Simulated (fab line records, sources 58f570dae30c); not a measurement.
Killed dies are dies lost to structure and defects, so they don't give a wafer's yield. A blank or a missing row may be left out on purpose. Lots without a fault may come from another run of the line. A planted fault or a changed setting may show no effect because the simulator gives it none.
Which tool did it? | flow berkeley_cmos170 | 15 lots, 43 wafers sampled, at 2 steps of a route of 331

WHAT THE GAUGES READ, wafer by wafer
UCB170_SPACER_THK_MEAS_01.
lot  | measured     | on            | SPACER_TEOS_THK (nm)
L982 | day 6 18:11  | film_metro-03 | 377 378 385
L985 | day 7 13:17  | film_metro-03 | 375 365 376
L984 | day 7 13:33  | film_metro-02 | 387 388 386
L988 | day 7 22:03  | film_metro-02 | 384 391 382
L987 | day 7 22:07  | film_metro-01 | 378 375 382
L989 | day 8 17:13  | film_metro-03 | 374 368 375
L990 | day 8 17:14  | film_metro-01 | 379 387 376
L993 | day 9 03:14  | film_metro-01 | 380 381 380
L992 | day 9 03:24  | film_metro-03 | 369 380 375
L995 | day 10 04:15 | film_metro-03 | 250 250
L996 | day 10 13:13 | film_metro-02 | 371 380 257 370 381 257
L998 | day 10 13:26 | film_metro-01 | 381 376 381
L997 | day 10 13:42 | film_metro-03 | 258 254 380 258 254 380
L103 | day 11 21:36 | film_metro-03 | 368 367 379
L105 | day 12 05:14 | film_metro-03 | 377 380 379

WHICH TOOL RAN EACH LOT (tool, then ch and the chambers of the sampled wafers, then the start)
lot  | UCB170_SPACER_CVD_00
L982 | pecvd-01 ch 0,2, day 6 18:08
L985 | pecvd-03 ch 0,1,2, day 7 13:14
L984 | pecvd-04 ch 0,1,2, day 7 13:29
L988 | pecvd-04 ch 0,1, day 7 21:59
L987 | pecvd-01 ch 0,2, day 7 22:04
L989 | pecvd-03 ch 0,1, day 8 17:10
L990 | pecvd-04 ch 0,1,2, day 8 17:11
L993 | pecvd-01 ch 0,1,2, day 9 03:11
L992 | pecvd-03 ch 0,1,2, day 9 03:21
L995 | pecvd-01 ch 1, day 10 04:11
L996 | pecvd-01 ch 0,1,2, day 10 13:09
L998 | pecvd-04 ch 0,1,2, day 10 13:23
L997 | pecvd-01 ch 0,1, day 10 13:38
L103 | pecvd-04 ch 0,1,2, day 11 21:33
L105 | pecvd-03 ch 0,1,2, day 12 05:10
- UCB170_SPACER_CVD_00: deposits SiO2 from TEOS/O2, target thk 376 nm, time 47 s.

WHAT THE TOOLS THEMSELVES READ (means of the sampled wafers that have a number; where no wafer has one, the mark that the record gives instead)
UCB170_SPACER_CVD_00.
lot  | tool     | heater_power_w (W)
L982 | pecvd-01 | 236
L985 | pecvd-03 | 292
L984 | pecvd-04 | 251
L988 | pecvd-04 | 189
L987 | pecvd-01 | 225
L989 | pecvd-03 | 288
L990 | pecvd-04 | 260
L993 | pecvd-01 | 228
L992 | pecvd-03 | 270
L995 | pecvd-01 | 225
L996 | pecvd-01 | 220
L998 | pecvd-04 | 239
L997 | pecvd-01 | 243
L103 | pecvd-04 | 247
L105 | pecvd-03 | 280

THE ANSWER, worked out from the rows above alone
Rule: what is usual is taken from the lots themselves. Put in order of their means at a reading, lots are off if they are a third of the lots or fewer, leave a main group of 4 or more, and stand apart from it by a gap of 3 or more times the standard deviation of the main group's means; of several such gaps the widest counts. A main group whose means are all the same, to the digits that the tables above print for the reading, isn't used. A lot without any number at a reading at which 4 lots or more have one is off too. The other lots that the step has rows for count as sound. The gauges are gone through in route order, then the tools' own readings, and for those a lot's mean is taken as printed above. The first step at which some lot is off is used, and at that step the reading that is off furthest; a lot without a number counts as furthest.
Off: L995, L996, L997, at UCB170_SPACER_THK_MEAS_01 (SPACER_TEOS_THK). The main group: mean 378 nm, standard deviation 4.8.
A tool fits if, at a process step before that reading, it ran every lot that is off, and no sound lot after the first of them. The gauges at UCB170_SPACER_THK_MEAS_01 are tried like those tools. One fits: pecvd-01 at UCB170_SPACER_CVD_00. Its last sound lot is L993 (day 9 03:11), its first lot that is off L995 (day 10 04:11): a fault that began between those two fits.

WHAT THE SIMULATOR HAD PUT IN
Process parameter drift: pecvd-01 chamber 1, from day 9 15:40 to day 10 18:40, at UCB170_SPACER_CVD_00. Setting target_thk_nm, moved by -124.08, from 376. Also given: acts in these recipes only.
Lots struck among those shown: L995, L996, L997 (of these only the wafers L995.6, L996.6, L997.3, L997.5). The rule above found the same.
